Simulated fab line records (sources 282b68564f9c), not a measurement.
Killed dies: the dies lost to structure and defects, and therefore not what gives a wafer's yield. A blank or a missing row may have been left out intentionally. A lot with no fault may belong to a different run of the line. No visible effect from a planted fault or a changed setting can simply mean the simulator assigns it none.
Split-lot trial -- flow rit cmos -- 5 lots, 23 wafers read, on a route of 202 steps

## THE SPLIT
At RIT_M1_METAL_ETCH_12 (etches Al in Cl2/BCl3, stops on SiO2, time 165 s, target depth 600 nm), the setting rf w was moved away from the recipe's 250 W on 9 of the 23 wafers read, by -9.2% to +9.6%. All remaining wafers had this setting at the recipe value.

The reading is taken at the split's own step.

## THE READING
NOVOLAK_of_M1_COAT_04.thk nm (the simulator's own value, which no gauge read), in nm, at RIT_M1_METAL_ETCH_12 (etches Al in Cl2/BCl3, stops on SiO2, time 165 s, target depth 600 nm). There is no usual value for it anywhere in the file. Across the 14 wafers here that went through the recipe, the average is 813.1 nm and the standard deviation 7.1 nm.

wafer,"tool, chamber at the split","rf w as run, W",against the recipe,"NOVOLAK_of_M1_COAT_04.thk nm, nm",against lot-mates on the recipe
L074.1,"rie metal-04, 0",250,recipe,819.2,-
L074.2,"rie metal-04, 1",227.1,-9.2%,841.7,+27.4
L074.3,"rie metal-04, 0",227.1,-9.2%,848.5,+34.1
L074.5,"rie metal-04, 1",250,recipe,809.5,-
L074.6,"rie metal-04, 0",227.1,-9.2%,846.4,+32.0
L080.2,"rie metal-04, 0",260.6,+4.2%,804.7,-8.6
L080.3,"rie metal-04, 0",250,recipe,818.6,-
L080.4,"rie metal-04, 1",250,recipe,808.1,-
L080.5,"rie metal-04, 1",260.6,+4.2%,796,-17.4
L080.6,"rie metal-04, 0",260.6,+4.2%,805.2,-8.1
L083.1,"rie metal-04, 0",250,recipe,812.3,-
L083.2,"rie metal-04, 1",250,recipe,807.4,-
L083.3,"rie metal-04, 1",250,recipe,806.2,-
L083.4,"rie metal-04, 0",250,recipe,815.8,-
L083.6,"rie metal-04, 0",250,recipe,809,-
L084.2,"rie metal-01, 0",250,recipe,821.4,-
L084.4,"rie metal-01, 0",250,recipe,826.5,-
L084.5,"rie metal-01, 0",250,recipe,821.9,-
L085.1,"rie metal-03, 0",250,recipe,804.2,-
L085.2,"rie metal-03, 1",274,+9.6%,764.9,-39.1
L085.4,"rie metal-03, 1",274,+9.6%,763.1,-40.9
L085.5,"rie metal-03, 0",250,recipe,803.7,-
L085.6,"rie metal-03, 1",274,+9.6%,773.7,-30.2

THE FIT
A straight line over all 23 wafers: NOVOLAK_of_M1_COAT_04.thk nm changes by -4.03 nm for each +1% of rf w; r = -0.94; the points scatter about the line by 7.4 nm.
The same after taking each lot's own level away (the mean of its wafers on the recipe; 23 wafers): -3.54 nm for each +1%; r = -0.97; scatter 4.3 nm.
According to that fit, moving rf w by its largest amount changes the reading by 34 nm.
The lots' own levels span 803.95 to 823.27 nm, that is 2.7 times the standard deviation above.
Hence the slope depends on the lot-to-lot level, as the two fits are not the same.
Check: for one of the wafers moved furthest among these (+9.6%), held out of the fit, the line's prediction against its lot-mates is -32.9 nm. Against them it came out at -39.1 nm.

## ADDITIONAL SPLITS CARRIED BY THESE WAFERS
Other splits were also applied to these wafers ahead of the reading. Each is held against what the fit with the lots' levels taken away leaves over:
other split on the same wafers,wafers away from the commonest value,r with NOVOLAK_of_M1_COAT_04.thk nm (lot level and that fit taken away)
RIT_PLDD_IMPLANT_08 energy kev,8,-0.19
RIT_SPACER_CVD_03 nh3 flow sccm,15,+0.08
RIT_NSD_IMPLANT_08 energy kev,9,+0.08
RIT_PSD_COAT_01 resist thk nm,7,-0.30
RIT_PSD_IMPLANT_08 energy kev,8,-0.02
RIT_SDANNEAL_RTA_03 time s,11,+0.01
RIT_CONTACT_CVD_00 time s,7,-0.32
RIT_M1_DEVELOP_08 develop time s,8,-0.14

## FILE'S OWN FIT
NOVOLAK_of_M1_COAT_04.thk nm changes by -3.54 nm for each +1% of rf w, r = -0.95.
